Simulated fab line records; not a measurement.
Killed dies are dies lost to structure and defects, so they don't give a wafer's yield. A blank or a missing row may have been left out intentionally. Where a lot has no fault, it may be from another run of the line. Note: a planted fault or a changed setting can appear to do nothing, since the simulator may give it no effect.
Problem report, 8D (eight disciplines) form, completed by code | flow rit_cmos | the parts of the form that need people (team, actions taken, sign-off) are left out

## 1. THE PROBLEM
Across 6 wafers from 2 lots, PWELL_RS at RIT_WELLDRIVE_RS_MEAS_02 averages 417.2 ohm/sq, while fault-free wafers read 428.9 ohm/sq with a standard deviation of 1. That is -12 standard deviations from the usual mean.
The step: measures by four-point-probe.
The first sign was on wafer L746.1 at day 5 02:11, on film_metro-03. At this step, 42 wafers from 14 lots have a number in the record. Rule for "out", or "out of limits": more than 4 standard deviations from the usual mean. Any other wafer with a number is counted as sound.

## 2. WHAT IT IS; WHAT IT IS NOT
question                    | is                           | is not
which readings at this step | PWELL_RS                     | -
which lots                  | L746, L747                   | L733, L734, L735, L738, L740, L741, L742, L744, L748, L753, L754, L755
which wafers of those lots  | all that have a number       | -
read on which gauges        | film_metro-03, film_metro-04 | film_metro-02
when                        | from day 5 02:11             | up to then (24 sound wafers); but 12 sound wafers of L748, L753, L754, L755 came after

## 3. THE SUSPECTS, EACH WITH WHAT RULES IT OUT
Counting: a tool at a process step up to the reading stays a suspect if it ran every lot that is out and no sound lot after the first of them.
- the gauge at RIT_WELLDRIVE_RS_MEAS_02 is ruled out. 2 gauges (film_metro-03, film_metro-04) read the wafers that are out.
- implanter-03 at RIT_PWELL_IMPLANT_08: kept. All lots that are out passed through it, beginning with L746 at day 4 20:37, and no sound lot followed; its final sound lot before that point was L741 at day 3 21:51. On those wafers its own readings are out: beam_energy_keV.
The count leaves implanter-03 at RIT_PWELL_IMPLANT_08.

## 4. THE CAUSE (what the simulator had put in)
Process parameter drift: implanter-03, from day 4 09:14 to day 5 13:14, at RIT_PWELL_IMPLANT_08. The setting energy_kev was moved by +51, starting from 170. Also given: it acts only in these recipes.
After counting, this tool was the only one left.

## 5. THE CHAIN OF EFFECTS, in route order
Each row: a reading whose mean over the struck wafers that have a number lies more than 3 standard deviations from the usual. Only readings for which the record gives a usual standard deviation are gone through. hours: the time from each lot's start at the first step in this table that gives one to its start at this step, as a median over the lots. sigmas: the change in usual standard deviations.
hours | step                     | reading         | usual        | on struck wafers | change | sigmas
0     | RIT_PWELL_IMPLANT_08     | beam_energy_keV | 170.02       | 221.04           | +51.02 | +99 or more
6     | RIT_WELLDRIVE_RS_MEAS_02 | PWELL_RS        | 428.9 ohm/sq | 417.2            | -11.6  | -12
It contains these process steps:
- RIT_PWELL_IMPLANT_08

## 6. HOW IT WOULD HAVE BEEN CAUGHT EARLIER
In this record the first reading out of limits at a measuring or inspecting step was taken at day 5 02:11, 17 hours after the fault began at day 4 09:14.
Tool's own readings at RIT_PWELL_IMPLANT_08, beam_energy_keV: out on all struck wafers the step has rows for; an alarm limit on them would have tripped on the first.
Among the 2 lots that are out, L747 began RIT_PWELL_IMPLANT_08 on implanter-03 after day 5 02:11. A tool hold placed at that time would have kept it from harm.
